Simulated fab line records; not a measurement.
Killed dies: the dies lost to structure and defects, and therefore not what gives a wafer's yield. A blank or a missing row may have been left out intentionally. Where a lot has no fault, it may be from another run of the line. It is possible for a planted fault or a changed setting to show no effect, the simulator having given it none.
Which tool was responsible? / flow berkeley cmos170 / Sampling: 13 lots, 37 wafers, 2 of 331 route steps

WHAT THE GAUGES READ, wafer by wafer
UCB170_CONTACT_OVL_MEAS_16. Usual: for CONTACT_OVL the level is -4 nm and the standard deviation is 6.1.
lot=L434; measured=day 8 08:38; on=overlay-01; CONTACT_OVL (nm)=-4 -2 -5; flag=
lot=L435; measured=day 8 09:22; on=overlay-01; CONTACT_OVL (nm)=7 4 1; flag=
lot=L437; measured=day 8 18:07; on=overlay-02; CONTACT_OVL (nm)=-4 -4 -9; flag=
lot=L436; measured=day 8 17:58; on=overlay-01; CONTACT_OVL (nm)=-9 -7 -3; flag=
lot=L439; measured=day 9 02:20; on=overlay-01; CONTACT_OVL (nm)=-2 -1 -4; flag=
lot=L440; measured=day 10 03:50; on=overlay-01; CONTACT_OVL (nm)=4 -4 1; flag=
lot=L441; measured=day 10 04:01; on=overlay-01; CONTACT_OVL (nm)=-7 -8 -1; flag=
lot=L442; measured=day 10 05:01; on=overlay-01; CONTACT_OVL (nm)=8 -2 5; flag=
lot=L445; measured=day 10 14:36; on=overlay-01; CONTACT_OVL (nm)=1 -4 -2; flag=
lot=L446; measured=day 11 08:13; on=overlay-02; CONTACT_OVL (nm)=-9 -11 9; flag=
lot=L450; measured=day 11 18:56; on=overlay-01; CONTACT_OVL (nm)=-10; flag=
lot=L449; measured=day 11 19:38; on=overlay-02; CONTACT_OVL (nm)=-4 -9 -1; flag=
lot=L451; measured=day 11 21:37; on=overlay-02; CONTACT_OVL (nm)=0 3 -12; flag=

TOOL THAT RAN EACH LOT (tool first, then ch and the chambers of the sampled wafers, then the start)
lot=L434; UCB170_CONTACT_STRIP_06=plasma asher-03 ch 0,1, day 8 06:30
lot=L435; UCB170_CONTACT_STRIP_06=plasma asher-03 ch 0,1, day 8 07:59
lot=L437; UCB170_CONTACT_STRIP_06=plasma asher-03 ch 0,1, day 8 15:10
lot=L436; UCB170_CONTACT_STRIP_06=plasma asher-04 ch 0,1, day 8 15:31
lot=L439; UCB170_CONTACT_STRIP_06=plasma asher-03 ch 0,1, day 9 00:48
lot=L440; UCB170_CONTACT_STRIP_06=plasma asher-04 ch 0,1, day 10 02:13
lot=L441; UCB170_CONTACT_STRIP_06=plasma asher-02 ch 0,1, day 10 02:13
lot=L442; UCB170_CONTACT_STRIP_06=plasma asher-03 ch 0,1, day 10 03:42
lot=L445; UCB170_CONTACT_STRIP_06=plasma asher-03 ch 0,1, day 10 13:16
lot=L446; UCB170_CONTACT_STRIP_06=plasma asher-04 ch 0,1, day 11 06:44
lot=L450; UCB170_CONTACT_STRIP_06=plasma asher-03 ch 1, day 11 17:28
lot=L449; UCB170_CONTACT_STRIP_06=plasma asher-02 ch 0,1, day 11 17:43
lot=L451; UCB170_CONTACT_STRIP_06=plasma asher-03 ch 0,1, day 11 19:15
- UCB170_CONTACT_STRIP_06: strips in O2.

WHAT THE TOOLS THEMSELVES READ (means of the sampled wafers that have a number; where no wafer has one, the mark that the record gives instead)
UCB170_CONTACT_STRIP_06. Usual: drypump motor current A 5.51 A, standard deviation 0.27; oes product au 0.735 a.u., standard deviation 0.0046; strip time to endpoint s 21.98 s, standard deviation 0.072.
lot=L434; tool=plasma asher-03; drypump motor current A (A)=5.46; oes product au (a.u.)=0.734; strip time to endpoint s (s)=21.99; flag=
lot=L435; tool=plasma asher-03; drypump motor current A (A)=5.45; oes product au (a.u.)=0.735; strip time to endpoint s (s)=22.02; flag=
lot=L437; tool=plasma asher-03; drypump motor current A (A)=5.46; oes product au (a.u.)=0.733; strip time to endpoint s (s)=22.02; flag=
lot=L436; tool=plasma asher-04; drypump motor current A (A)=5.63; oes product au (a.u.)=0.733; strip time to endpoint s (s)=21.93; flag=
lot=L439; tool=plasma asher-03; drypump motor current A (A)=5.36; oes product au (a.u.)=0.733; strip time to endpoint s (s)=22.03; flag=
lot=L440; tool=plasma asher-04; drypump motor current A (A)=5.81; oes product au (a.u.)=0.734; strip time to endpoint s (s)=21.90; flag=
lot=L441; tool=plasma asher-02; drypump motor current A (A)=5.46; oes product au (a.u.)=0.734; strip time to endpoint s (s)=21.90; flag=
lot=L442; tool=plasma asher-03; drypump motor current A (A)=5.46; oes product au (a.u.)=0.742; strip time to endpoint s (s)=21.95; flag=
lot=L445; tool=plasma asher-03; drypump motor current A (A)=5.45; oes product au (a.u.)=0.739; strip time to endpoint s (s)=21.92; flag=
lot=L446; tool=plasma asher-04; drypump motor current A (A)=5.65; oes product au (a.u.)=0.730; strip time to endpoint s (s)=22.03; flag=
lot=L450; tool=plasma asher-03; drypump motor current A (A)=5.56; oes product au (a.u.)=0.732; strip time to endpoint s (s)=22.09; flag=
lot=L449; tool=plasma asher-02; drypump motor current A (A)=5.66; oes product au (a.u.)=0.739; strip time to endpoint s (s)=21.99; flag=
lot=L451; tool=plasma asher-03; drypump motor current A (A)=5.47; oes product au (a.u.)=0.734; strip time to endpoint s (s)=22.00; flag=

THE ANSWER, worked out from the rows above alone
Rule: take the mean of a lot's wafers that have a number; if it is more than 3 standard deviations from the usual mean, the lot is off. A lot without any number at a reading at which 4 lots or more have one is off too. All remaining lots with rows at the step are treated as sound. The gauges are gone through in route order, then the tools' own readings, and for those a lot's mean is taken as printed above. At the first step where some lot is off, the reading lying furthest off is the one used; lots without a number count as furthest.
No lot is off at any reading shown: from this, nothing can be told.

WHAT THE SIMULATOR HAD INSERTED
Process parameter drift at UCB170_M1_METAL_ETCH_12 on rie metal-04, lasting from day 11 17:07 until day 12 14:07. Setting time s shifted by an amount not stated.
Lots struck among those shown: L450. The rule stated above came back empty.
